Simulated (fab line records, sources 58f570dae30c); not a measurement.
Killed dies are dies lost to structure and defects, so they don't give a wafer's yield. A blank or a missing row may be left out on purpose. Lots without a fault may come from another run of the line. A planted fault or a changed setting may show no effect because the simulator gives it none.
Which tool was responsible? ; flow berkeley_cmos170 ; 39 wafers from 13 lots sampled at 4 of the route's 331 steps

== WHAT EACH GAUGE READ, for each wafer ==
UCB170_NWELL_OVL_MEAS_12.
lot;measured;on;NWELL_OVL (nm)
L192;day 2 12:19;overlay-02;-9 -13 -10
L194;day 2 23:56;overlay-01;0 -3 0
L193;day 3 00:10;overlay-01;-3 5 3
L197;day 3 18:13;overlay-02;-1 3 -1
L199;day 4 03:24;overlay-02;-7 -8 -5
L200;day 4 03:31;overlay-02;0 -2 7
L201;day 4 11:48;overlay-02;-8 -6 0
L202;day 4 20:13;overlay-01;-1 0 0
L203;day 4 23:43;overlay-02;0 1 1
L204;day 4 23:58;overlay-01;3 -1 7
L206;day 5 11:43;overlay-01;-10 -14 -9
L208;day 6 00:14;overlay-02;-6 1 1
L213;day 6 22:52;overlay-02;-9 -3 -7

UCB170_M3_RS_MEAS_02: a four-point-probe measurement.
lot;measured;on;M3_AL_RS (ohm/sq)
L192;day 8 20:16;film_metro-02;0.0319 0.0326 0.0323
L194;day 9 09:40;film_metro-03;0.0320 0.0325 0.0323
L193;day 9 09:55;film_metro-01;0.0318 0.0320 0.0319
L197;day 10 06:02;film_metro-01;0.0313 0.0312 0.0312
L199;day 10 05:05;film_metro-03;0.0316 0.0317 0.0315
L200;day 10 05:08;film_metro-01;0.0324 0.0326 0.0326
L201;day 11 10:46;film_metro-01;0.0316 0.0319 0.0321
L202;day 11 11:34;film_metro-01;0.0320 0.0320 0.0322
L203;day 11 11:55;film_metro-02;0.0322 0.0321 0.0321
L204;day 11 10:56;film_metro-02;0.0328 0.0324 0.0328
L206;day 11 18:47;film_metro-03;0.0317 0.0319 0.0319
L208;day 12 20:44;film_metro-03;0.0312 0.0314 0.0315
L213;day 13 07:11;film_metro-02;0.0233 0.0314 0.0312

UCB170_M3_THK_MEAS_03: measures by xrf.
lot;measured;on;M3_AL_THK (nm)
L192;day 8 20:23;film_metro-02;912 901 903
L194;day 9 09:47;film_metro-03;913 895 903
L193;day 9 10:02;film_metro-01;920 910 917
L197;day 10 06:10;film_metro-01;936 938 939
L199;day 10 05:12;film_metro-03;919 914 926
L200;day 10 05:16;film_metro-01;902 903 897
L201;day 11 10:53;film_metro-01;918 920 905
L202;day 11 11:41;film_metro-01;911 909 904
L203;day 11 12:01;film_metro-02;907 906 904
L204;day 11 11:02;film_metro-02;883 892 887
L206;day 11 18:54;film_metro-03;920 915 910
L208;day 12 20:50;film_metro-03;935 929 926
L213;day 13 07:19;film_metro-02;1249 930 937

== WHICH TOOL RAN EACH LOT (tool, then ch and the chambers of the sampled wafers, then the start) ==
lot;UCB170_M3_SPUTTER_01
L192;pvd_sputter-03, day 8 20:10
L194;pvd_sputter-04, day 9 09:35
L193;pvd_sputter-02, day 9 09:49
L197;pvd_sputter-02, day 10 05:58
L199;pvd_sputter-02, day 10 04:59
L200;pvd_sputter-03, day 10 05:03
L201;pvd_sputter-03, day 11 10:41
L202;pvd_sputter-02, day 11 11:29
L203;pvd_sputter-03, day 11 11:48
L204;pvd_sputter-04, day 11 10:50
L206;pvd_sputter-02, day 11 18:40
L208;pvd_sputter-02, day 12 20:38
L213;pvd_sputter-02, day 13 07:07
- UCB170_M3_SPUTTER_01: material Al, target thk 900 nm, time 120 s.

== WHAT THE TOOLS THEMSELVES READ (means of the sampled wafers that have a number; where no wafer has one, the mark that the record gives instead) ==
UCB170_M3_SPUTTER_01.
lot;tool;cathode_dc_power_W (W);chamber_pressure_pa (Pa);throttle_valve_pct (%)
L192;pvd_sputter-03;5999.7;0.4989;30.0
L194;pvd_sputter-04;5999.7;0.5000;30.4
L193;pvd_sputter-02;6000.2;0.4977;30.5
L197;pvd_sputter-02;6000.9;0.4999;29.7
L199;pvd_sputter-02;6000.3;0.5003;29.5
L200;pvd_sputter-03;6001.1;0.4995;29.1
L201;pvd_sputter-03;6001.1;0.4999;30.2
L202;pvd_sputter-02;5999.1;0.4993;30.4
L203;pvd_sputter-03;5999.5;0.4988;29.7
L204;pvd_sputter-04;6000.1;0.5004;30.5
L206;pvd_sputter-02;6000.2;0.5006;30.3
L208;pvd_sputter-02;5999.1;0.4996;29.5
L213;pvd_sputter-02;6000.3;0.5018;30.1

== THE ANSWER, worked out from the rows above alone ==
Rule: what is usual is taken from the lots themselves. Put in order of their means at a reading, lots are off if they are a third of the lots or fewer, leave a main group of 4 or more, and stand apart from it by a gap of 3 or more times the standard deviation of the main group's means; of several such gaps the widest counts. Not used: any main group whose means are identical at the precision the tables above print for the reading. Also off: a lot with no number at a reading for which 4 or more lots have one. Where the step has rows for the other lots, those lots are counted as sound. The gauges are gone through in route order, then the tools' own readings, and for those a lot's mean is taken as printed above. At the first step where some lot is off, the reading lying furthest off is the one used; lots without a number count as furthest.
Off: L213, at UCB170_M3_RS_MEAS_02 (M3_AL_RS). The main group: mean 0.0320 ohm/sq, standard deviation 0.00042.
If a tool, at a process step before that reading, ran all the lots that are off and no sound lot after the first of them, it fits. Gauges at UCB170_M3_RS_MEAS_02: tried the same way as those tools. Undecided on this evidence; 2 tools fit (pvd_sputter-02 at UCB170_M3_SPUTTER_01, film_metro-02 at UCB170_M3_RS_MEAS_02).

== WHAT HAD BEEN PUT IN BY THE SIMULATOR ==
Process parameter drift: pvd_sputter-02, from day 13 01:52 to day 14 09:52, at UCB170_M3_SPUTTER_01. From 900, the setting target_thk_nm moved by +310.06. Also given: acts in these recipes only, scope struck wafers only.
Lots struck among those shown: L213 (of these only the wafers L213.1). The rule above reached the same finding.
